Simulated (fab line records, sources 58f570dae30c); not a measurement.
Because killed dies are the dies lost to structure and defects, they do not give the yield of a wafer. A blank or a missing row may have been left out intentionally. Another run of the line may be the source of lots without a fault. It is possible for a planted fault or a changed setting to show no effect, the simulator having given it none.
Problem report, 8D (eight disciplines) form, completed by code    flow berkeley_cmos170    the parts of the form that need people (team, actions taken, sign-off) are left out

## 1. THE ISSUE
Across 3 wafers from 2 lots, M3_AL_RS at UCB170_M3_RS_MEAS_02 averages 0.0175 ohm/sq, while fault-free wafers read 0.0323 ohm/sq with a standard deviation of 0.00031. That puts it -48 standard deviations away from the usual mean.
The step: measures by four-point-probe.
The first sign was on wafer L897.6 at day 13 04:14, on film_metro-01. The record holds 42 wafers of 14 lots with a number at this step. Rule for "out" (also "out of limits"): further than 4 standard deviations from the usual mean. Any other wafer with a number is counted as sound.

## 2. WHAT THIS IS AND IS NOT
question                     is                      is not
which readings at this step  M3_AL_RS                -
which lots                   L897, L900              L879, L881, L883, L884, L885, L887, L888, L889, L890, L891, L892, L901
which wafers of those lots   L897.6, L900.3, L900.6  L897.3, L897.4, L900.5
read on which gauges         film_metro-01           film_metro-02, film_metro-04
when                         from day 13 04:14       up to then (35 sound wafers); but 4 sound wafers of L900, L901 came after

## 3. THE SUSPECTS, EACH WITH WHAT RULES IT OUT
Counting: a tool at a process step up to the reading stays a suspect if it ran every lot that is out. Sound lots after the first of them don't rule it out here, since some wafers of a struck lot are sound.
- ruled out: the gauge at UCB170_M3_RS_MEAS_02. All the wafers that are out were read on film_metro-01, but those of them that UCB170_M3_METAL_ETCH_18 has rows for are out there too, on other tools.
- pecvd-03 at UCB170_V2_CVD_00 (deposits SiO2 from TEOS/O2, target thk 2000 nm, time 250 s): kept. Every lot that is out went through it, the first being L897 (day 12 21:17); the last sound lot it ran before that was L890 (day 11 02:17).
- pvd_sputter-01 at UCB170_M3_SPUTTER_01 (material Al, target thk 900 nm, time 120 s): kept. Every lot that is out went through it, the first being L897 (day 13 04:07); the last sound lot it ran before that was L889 (day 11 06:34).
After counting, pecvd-03 at UCB170_V2_CVD_00 and pvd_sputter-01 at UCB170_M3_SPUTTER_01 remain.

## 4. THE CAUSE (what the simulator had put in)
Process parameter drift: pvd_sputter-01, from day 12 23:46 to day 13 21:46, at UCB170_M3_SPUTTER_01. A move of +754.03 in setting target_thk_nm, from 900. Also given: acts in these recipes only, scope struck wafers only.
After counting, 2 suspects remain, this tool included.

## 5. THE CHAIN OF EFFECTS, in route order
One row per reading whose mean, taken over the struck wafers that have a number, lies over 3 standard deviations from the usual. Only readings for which the record gives a usual standard deviation are gone through. hours: the time from each lot's start at the first step in this table that gives one to its start at this step, as a median over the lots. sigmas: the change in usual standard deviations.
hours  step                     reading               usual          on struck wafers  change   sigmas
0      UCB170_M3_RS_MEAS_02     M3_AL_RS              0.0323 ohm/sq  0.0175            -0.0148  -48
0      UCB170_M3_THK_MEAS_03    M3_AL_THK             899 nm         1670              +771     +81
3      UCB170_M3_METAL_ETCH_18  oes_product_au        0.851 a.u.     1.005             +0.154   +10
4      UCB170_M3_PROBE_99       defect_limited_yield  98.9 %         0.0               -98.9    -99 or more
4      UCB170_M3_PROBE_99       killed_at_M0_to_M3    0.8            262.0             +261.2   +99 or more
4      UCB170_M3_PROBE_99       killed_dies           3.0            264.0             +261.0   +99 or more
4      UCB170_M3_PROBE_99       killed_on_rim         0.9            70.0              +69.1    +63
4      UCB170_M3_PROBE_99       sort_bin_5_function   0.7 %          99.4              +98.7    +99 or more
4      UCB170_M3_PROBE_99       sort_n_pass           261.0          0.0               -261.0   -99 or more
4      UCB170_M3_PROBE_99       sort_yield_pct        98.9 %         0.0               -98.9    -99 or more
It contains these process steps:
- UCB170_M3_METAL_ETCH_18: etches Al in Cl2/BCl3, stops on SiO2, target depth 1170 nm, time 195 s.
- UCB170_M3_PROBE_99

## 6. HOW IT WOULD HAVE BEEN CAUGHT EARLIER
The first out-of-limits reading at a measuring or inspecting step in this record came at day 13 04:14, 4 hours after the fault's start at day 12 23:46.
No tool reading at UCB170_M3_SPUTTER_01 that has a usual standard deviation in the record was out on any struck wafer, so an alarm limit of 4 standard deviations on those readings would not have fired.
Lots out: 2; of these, L900 started UCB170_M3_SPUTTER_01 on pvd_sputter-01 after day 13 04:14. Had the tool been put on hold then, it would have been spared.
